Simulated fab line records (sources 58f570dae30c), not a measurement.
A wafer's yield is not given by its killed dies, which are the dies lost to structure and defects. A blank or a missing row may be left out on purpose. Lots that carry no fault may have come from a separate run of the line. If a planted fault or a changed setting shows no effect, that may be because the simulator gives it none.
The same fault as seen by 2 desks ; flow berkeley-cmos170 ; numbers are kept per desk, each desk with only its own; the story behind them comes last

== AT THE METROLOGY DESK ==
What the gauges read, lot by lot, whatever tool the lot ran on: means of the sampled wafers that have a number. If a lot's mean is further than 4 standard deviations from the usual mean, the lot is out of limits and carries the mark OUT (the distance appears in the brackets).
Columns: A = PLDD_TW at UCB170_PLDD_TW_MEAS_11, usual 1005; B = PLDD_RS at UCB170_SDANNEAL_RS_MEAS_04, usual 1033 ohm/sq
lot;first seen here;A;B
L937;day 7 17:01;1010;1036
L938;day 8 01:33;1010;1030
L941;day 8 10:35;1008;1031
L939;day 8 10:52;1006;1031
L942;day 8 10:58;1085 (+11) OUT;852 (-56) OUT
L940;day 8 11:06;1005;1029
L943;day 8 23:19;1011;1031
L947;day 9 11:48;1096 (+12) OUT;853 (-56) OUT
L951;day 10 06:19;1010;1036
L950;day 10 06:33;1011;1028
L952;day 11 04:40;1004;1035
L955;day 11 04:57;1010;1036
L959;day 12 12:13;996;1036
L958;day 12 12:28;1013;1031
This desk reports L942, L947 out of limits; the earliest was L942 at day 8 10:58 (PLDD_TW at UCB170_PLDD_TW_MEAS_11). L937, L938, L941, L939, L940, L943, L951, L950, L952, L955, L959, L958 stayed within limits.

== DESK OF THE TOOL OWNER: implanter-03 ==
For each lot that ran on this tool, the mean over its sampled wafers that have a number, from the tool's own readings at UCB170_PLDD_IMPLANT_08. If a lot's mean is further than 4 standard deviations from the usual mean, the lot is out of limits and carries the mark OUT (the distance appears in the brackets).
Columns: A = beam-on-s at UCB170_PLDD_IMPLANT_08, usual 9.97 s; B = dose-ions-cm2 at UCB170_PLDD_IMPLANT_08, usual 5e+13; C = faraday-current-uA at UCB170_PLDD_IMPLANT_08, usual 159
lot;first seen here;A;B;C
L937;day 7 16:37;10.07;5e+13;158
L938;day 8 01:09;10.21;5e+13;156
L942;day 8 10:32;11.97 (+9.5) OUT;8e+13 (+99 or more) OUT;206 (+14) OUT
L947;day 9 11:25;11.95 (+9.4) OUT;8e+13 (+99 or more) OUT;206 (+14) OUT
Finding of this desk: L942, L947 out of limits; the first was L942 at day 8 10:32, on beam-on-s at UCB170_PLDD_IMPLANT_08. L937, L938 stayed within limits.

== BROUGHT TOGETHER ==
On L942, L947, at day 8 10:32, an alarm was possible from the tool owner's desk.
Metrology desk: alarm possible at day 8 10:58 on L942, L947.
The lots listed all ran UCB170_PLDD_IMPLANT_08 on implanter-03.

== WHAT THE SIMULATOR HAD INSERTED ==
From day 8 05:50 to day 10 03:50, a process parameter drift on implanter-03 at UCB170_PLDD_IMPLANT_08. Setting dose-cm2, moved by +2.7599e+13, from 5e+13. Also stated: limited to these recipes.
Struck lots among those shown: L942, L947.
Time in hours from fault onset to the first out-of-limits reading at each desk: tool owner's desk 5, metrology desk 5.
